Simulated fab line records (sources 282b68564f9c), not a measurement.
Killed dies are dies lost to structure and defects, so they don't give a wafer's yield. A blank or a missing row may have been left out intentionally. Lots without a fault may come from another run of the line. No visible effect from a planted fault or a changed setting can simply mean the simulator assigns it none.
Which tool was responsible? ; flow rit cmos ; 14 lots with 42 wafers sampled at 4 steps, on a route of 202 steps

WHAT THE GAUGES READ, wafer by wafer
RIT_SDANNEAL_RS_MEAS_04: the measuring method here is four-point-probe.
lot;measured;on;PSD_RS (ohm/sq)
L984;day 3 14:15;film metro-04;115.85 115.62 115.66
L985;day 3 22:55;film metro-04;115.68 116.10 115.79
L986;day 4 03:35;film metro-02;115.79 115.71 115.62
L988;day 4 13:58;film metro-02;116.03 115.96 115.51
L989;day 4 17:37;film metro-02;116.13 115.94 115.73
L990;day 4 23:25;film metro-01;115.70 115.52 115.65
L991;day 5 04:24;film metro-04;116.00 116.09 115.99
L992;day 5 08:54;film metro-01;116.22 116.30 116.17
L993;day 5 11:43;film metro-01;116.14 116.32 116.47
L999;day 6 16:08;film metro-02;115.58 115.85 116.10
L102;day 7 07:14;film metro-01;115.59 115.79 115.74
L103;day 7 13:32;film metro-02;116.25 116.23 116.09
L104;day 7 21:34;film metro-01;116.00 116.16 116.01
L105;day 7 23:04;film metro-02;115.89 116.18 116.09

RIT_M1_CD_MEAS_09 targets a cd of 2600 nm.
lot;measured;on;cd nm (nm)
L984;day 3 18:52;cd sem-01;2604.5 2602.5 2602.6
L985;day 4 03:36;cd sem-02;2600.6 2600.9 2600.6
L986;day 4 08:24;cd sem-01;2597.3 2597.3 2597.8
L988;day 4 18:46;cd sem-01;2599.2 2600.1 2599.7
L989;day 4 22:19;cd sem-01;2598.1 2597.9 2599.7
L990;day 5 04:05;cd sem-01;2597.0 2597.9 2599.9
L991;day 5 09:44;cd sem-01;2597.0 2598.9 2598.6
L992;day 5 13:37;cd sem-01;2604.6 2601.4 2602.1
L993;day 5 16:35;cd sem-01;2598.2 2598.5 2599.0
L999;day 6 21:14;cd sem-01;2602.5 2604.5 2604.6
L102;day 7 11:49;cd sem-02;2595.1 2595.9 2595.4
L103;day 7 18:24;cd sem-02;2602.9 2603.5 2602.3
L104;day 8 02:09;cd sem-02;2602.1 2601.2 2602.0
L105;day 8 03:46;cd sem-01;2596.8 2598.4 2598.4

WHAT TOOL EACH LOT RAN ON (gives the tool, then ch and the chambers of the sampled wafers, and finally the start)
lot;RIT_PWELL_STRIP_09;RIT_NLDD_SOFTBAKE_02
L984;plasma asher-04 ch 1, day 2 09:14;litho track-02 ch 0, day 3 05:42
L985;plasma asher-01 ch 0,1, day 2 15:16;litho track-02 ch 0, day 3 12:39
L986;plasma asher-01 ch 0,1, day 2 19:33;litho track-03 ch 0, day 3 18:46
L988;plasma asher-01 ch 0, day 3 07:24;litho track-04 ch 0, day 4 05:31
L989;plasma asher-02 ch 0,1, day 3 12:36;litho track-04 ch 0, day 4 09:02
L990;plasma asher-01 ch 0,1, day 3 17:17;litho track-04 ch 0, day 4 13:46
L991;plasma asher-02 ch 0,1, day 3 21:36;litho track-02 ch 0, day 4 19:38
L992;plasma asher-02 ch 0,1, day 4 03:10;litho track-03 ch 0, day 5 00:04
L993;plasma asher-01 ch 0,1, day 4 06:59;litho track-03 ch 0, day 5 03:07
L999;plasma asher-04 ch 0,1, day 5 13:26;litho track-02 ch 0, day 6 07:41
L102;plasma asher-01 ch 0,1, day 6 04:12;litho track-02 ch 0, day 6 22:33
L103;plasma asher-04 ch 0,1, day 6 07:53;litho track-02 ch 0, day 7 04:43
L104;plasma asher-02 ch 0,1, day 6 14:02;litho track-04 ch 0, day 7 12:49
L105;plasma asher-04 ch 0,1, day 6 17:49;litho track-03 ch 0, day 7 14:22
- RIT_PWELL_STRIP_09: strips in O2, time 180 s.
- RIT_NLDD_SOFTBAKE_02: time 60 s.

AS READ BY THE TOOLS THEMSELVES (means over the sampled wafers that have a number; for cases with no such wafer, the mark the record gives instead)
RIT_PWELL_STRIP_09.
lot;tool;drypump motor current A (A);rf refl power W (W)
L984;plasma asher-04;5.6;6.1
L985;plasma asher-01;5.9;4.6
L986;plasma asher-01;5.9;4.5
L988;plasma asher-01;6.0;3.9
L989;plasma asher-02;6.5;7.3
L990;plasma asher-01;5.7;5.3
L991;plasma asher-02;6.3;6.0
L992;plasma asher-02;6.3;6.3
L993;plasma asher-01;5.7;5.5
L999;plasma asher-04;5.3;6.7
L102;plasma asher-01;5.9;4.4
L103;plasma asher-04;5.3;6.7
L104;plasma asher-02;6.5;7.3
L105;plasma asher-04;5.3;6.7

RIT_NLDD_SOFTBAKE_02.
lot;tool;heater power total W (W);plate temp C (C);resist line temp C (C)
L984;litho track-02;34.57;89.96;22.97
L985;litho track-02;34.57;90.01;23.16
L986;litho track-03;34.57;90.14;23.03
L988;litho track-04;34.62;89.98;23.13
L989;litho track-04;36.74;93.96;22.97
L990;litho track-04;36.76;94.11;22.86
L991;litho track-02;34.58;89.96;22.89
L992;litho track-03;34.51;90.12;23.07
L993;litho track-03;34.53;90.01;23.07
L999;litho track-02;34.61;90.00;23.09
L102;litho track-02;34.57;89.87;23.06
L103;litho track-02;34.58;90.07;23.16
L104;litho track-04;34.53;89.93;22.87
L105;litho track-03;34.56;90.05;22.93

THE ANSWER, worked out from the rows above alone
Rule: what is usual is taken from the lots themselves. The widest of any qualifying gaps counts: lots, ordered by their means at a reading, are off when they make up no more than a third of the lots, leave a main group of 4 or more, and stand apart from it by 3 or more times the standard deviation of that group's means. If all means in a main group match to the digits the tables above print for the reading, that group is not used. A lot without any number at a reading at which 4 lots or more have one is off too. Where the step has rows for the other lots, those lots are counted as sound. First the gauges in route order, then the tools' own readings, where a lot's mean is used as printed above. At the first step where some lot is off, the reading lying furthest off is the one used; lots without a number count as furthest.
Off, at RIT_NLDD_SOFTBAKE_02 on heater power total W: L989, L990. Main group: mean 34.57 W, sd 0.03.
A tool fits if, at that step or a process step before it, it ran every lot that is off, and no sound lot after the first of them. Not one of the candidates tried fits.

WHAT HAD BEEN PUT IN BY THE SIMULATOR
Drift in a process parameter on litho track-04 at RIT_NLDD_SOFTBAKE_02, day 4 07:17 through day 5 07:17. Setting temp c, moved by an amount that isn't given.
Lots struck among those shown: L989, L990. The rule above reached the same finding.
